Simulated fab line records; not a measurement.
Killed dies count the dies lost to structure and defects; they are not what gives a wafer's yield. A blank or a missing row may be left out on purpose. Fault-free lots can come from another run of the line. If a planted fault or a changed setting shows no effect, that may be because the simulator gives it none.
2 desks looking at one fault || flow rit_cmos || what lay behind the numbers comes last; until then each desk has only its own

## DESK OF THE TOOL OWNER: implanter-04
The tool's own readings at RIT_NWELL_IMPLANT_08, given as means over the sampled wafers that have a number, one for each lot that went through this tool. Any lot whose mean is over 4 standard deviations away from the usual mean is out of limits and marked OUT; that distance is given in the brackets.
Columns: A = beam_on_s at RIT_NWELL_IMPLANT_08, usual 10.01 s; B = end_station_pressure_torr at RIT_NWELL_IMPLANT_08, usual 5.15e-06 Torr; C = faraday_current_uA at RIT_NWELL_IMPLANT_08, usual 158
{"lot": "L845", "first seen here": "day 1 22:04", "A": 10.04, "B": 5.06e-06, "C": 158}
{"lot": "L846", "first seen here": "day 2 02:06", "A": 9.93, "B": 5.16e-06, "C": 160}
{"lot": "L848", "first seen here": "day 2 14:26", "A": 10.09, "B": 5.07e-06, "C": 157}
{"lot": "L849", "first seen here": "day 2 17:55", "A": 9.98, "B": 5.06e-06, "C": 159}
{"lot": "L850", "first seen here": "day 3 00:34", "A": 10.06, "B": 4.89e-06, "C": 157}
{"lot": "L862", "first seen here": "day 5 11:42", "A": "10.92 (+4.6) OUT", "B": "5.18e-05 (+99 or more) OUT", "C": 146}
{"lot": "L864", "first seen here": "day 5 21:17", "A": "10.88 (+4.4) OUT", "B": "5.03e-05 (+99 or more) OUT", "C": 148}
This desk finds L862, L864 out of limits, L862 being first, at day 5 11:42 (beam_on_s at RIT_NWELL_IMPLANT_08). Within limits: L845, L846, L848, L849, L850.

## FROM THE METROLOGY DESK
What the gauges read, lot by lot, whatever tool the lot ran on: means of the sampled wafers that have a number. Any lot whose mean is over 4 standard deviations away from the usual mean is out of limits and marked OUT; that distance is given in the brackets.
Columns: A = NWELL_TW at RIT_NWELL_TW_MEAS_10, usual 2148; B = NWELL_RS at RIT_WELLDRIVE_RS_MEAS_01, usual 275.5 ohm/sq
{"lot": "L845", "first seen here": "day 1 22:23", "A": 2155, "B": 275.8}
{"lot": "L846", "first seen here": "day 2 02:25", "A": 2143, "B": 275.7}
{"lot": "L847", "first seen here": "day 2 12:08", "A": 2163, "B": 274.6}
{"lot": "L848", "first seen here": "day 2 14:46", "A": 2144, "B": 274.6}
{"lot": "L849", "first seen here": "day 2 18:14", "A": 2153, "B": 277.1}
{"lot": "L850", "first seen here": "day 3 00:53", "A": 2126, "B": 275.8}
{"lot": "L852", "first seen here": "day 3 11:36", "A": 2157, "B": 275.5}
{"lot": "L853", "first seen here": "day 3 17:57", "A": 2148, "B": 276.3}
{"lot": "L854", "first seen here": "day 3 21:01", "A": 2160, "B": 275.5}
{"lot": "L856", "first seen here": "day 4 08:04", "A": 2159, "B": 276.3}
{"lot": "L858", "first seen here": "day 4 16:29", "A": 2136, "B": 275.4}
{"lot": "L862", "first seen here": "day 5 11:59", "A": 2196, "B": "258.6 (-18) OUT"}
{"lot": "L864", "first seen here": "day 5 21:37", "A": 2211, "B": "258.0 (-19) OUT"}
{"lot": "L868", "first seen here": "day 6 19:56", "A": 2139, "B": 275.3}
This desk's result: L862, L864 out of limits, first on L862 (NWELL_RS at RIT_WELLDRIVE_RS_MEAS_01), day 5 19:17. Within limits: L845, L846, L847, L848, L849, L850, L852, L853, L854, L856, L858, L868.

## PUT TOGETHER
An alarm could have come from the tool owner's desk at day 5 11:42, on L862, L864.
An alarm was possible from the metrology desk at day 5 19:17, on L862, L864.
All the named lots went through RIT_NWELL_IMPLANT_08 on implanter-04.

## WHAT THE SIMULATOR PUT IN
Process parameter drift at RIT_NWELL_IMPLANT_08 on implanter-04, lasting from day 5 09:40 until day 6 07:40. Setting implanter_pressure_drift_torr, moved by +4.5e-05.
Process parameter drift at RIT_NWELL_IMPLANT_08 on implanter-04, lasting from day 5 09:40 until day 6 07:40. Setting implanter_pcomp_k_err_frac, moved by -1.
Struck lots among those shown: L862, L864.
Time in hours from fault onset to the first out-of-limits reading at each desk: tool owner's desk 2, metrology desk 10.
